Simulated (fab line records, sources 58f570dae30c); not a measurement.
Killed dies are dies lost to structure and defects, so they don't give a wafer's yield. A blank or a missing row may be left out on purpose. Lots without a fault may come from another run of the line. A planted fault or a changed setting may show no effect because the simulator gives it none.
Problem report in the 8D (eight disciplines) form, filled by code | flow berkeley_cmos170 | the parts of the form that need people (team, actions taken, sign-off) are left out

1. THE PROBLEM
GATE_OVL at UCB170_GATE_OVL_MEAS_13 reads a mean of -130 nm on 9 wafers of 3 lots; wafers without a fault read -1 nm with a standard deviation of 6.1. That is -21 standard deviations from the usual mean.
First seen on wafer L474.3, day 9 01:52, on overlay-02. The record holds 45 wafers of 15 lots with a number at this step. Rule for "out", or "out of limits": more than 4 standard deviations from the usual mean. The other wafers with a number count as sound.

2. WHAT IT IS AND WHAT IT IS NOT
question                    | is                     | is not
which readings at this step | GATE_OVL               | -
which lots                  | L474, L477, L480       | L464, L465, L466, L467, L468, L469, L470, L471, L475, L482, L484, L485
which wafers of those lots  | all that have a number | -
read on which gauges        | overlay-02             | overlay-01
when                        | from day 9 01:52       | up to then (27 sound wafers); but 9 sound wafers of L482, L484, L485 came after

3. SUSPECTS, AND WHAT RULES EACH OUT
Counting: a tool at a process step up to the reading stays a suspect if it ran every lot that is out and no sound lot after the first of them.
- the gauge at UCB170_GATE_OVL_MEAS_13: kept. All the wafers that are out were read on overlay-02, and no step on other tools shows them out.
- plasma_asher-03 at UCB170_PVT_STRIP_08 (strips in O2): ruled out as a lasting fault. Sound lots L484 ran on it after its first lot that is out, L474 (day 8 15:07).
- krf_scanner-02 at UCB170_GATE_EXPOSE_09 (exposes mask POLY, target cd 350 nm): kept. It ran every lot that is out, first L474 (day 9 00:56), and no sound lot after that; its last sound lot up to then is L471 (day 8 04:01).
Left after counting: krf_scanner-02 at UCB170_GATE_EXPOSE_09, overlay-02 at UCB170_GATE_OVL_MEAS_13.

4. THE CAUSE (what the simulator had put in)
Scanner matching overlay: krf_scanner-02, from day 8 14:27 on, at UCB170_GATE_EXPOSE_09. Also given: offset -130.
Counting left 2 suspects, and this tool is among them.

5. THE CHAIN OF EFFECTS, in route order
Each row: a reading whose mean over the struck wafers that have a number lies more than 3 standard deviations from the usual. Only readings for which the record gives a usual standard deviation are gone through. hours: the time from each lot's start at the first step in this table that gives one to its start at this step, as a median over the lots. sigmas: the change in usual standard deviations.
hours | step                    | reading  | usual | on struck wafers | change | sigmas
0     | UCB170_GATE_OVL_MEAS_13 | GATE_OVL | -1 nm | -130             | -129   | -21

6. WHAT WOULD HAVE CAUGHT IT SOONER
In this record the first reading out of limits at a measuring or inspecting step was taken at day 9 01:52, 11 hours after the fault began at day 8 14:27.
Of the lots that are out (3), L480 began UCB170_GATE_EXPOSE_09 on krf_scanner-02 after day 9 01:52. A hold on the tool at that time would have spared it.
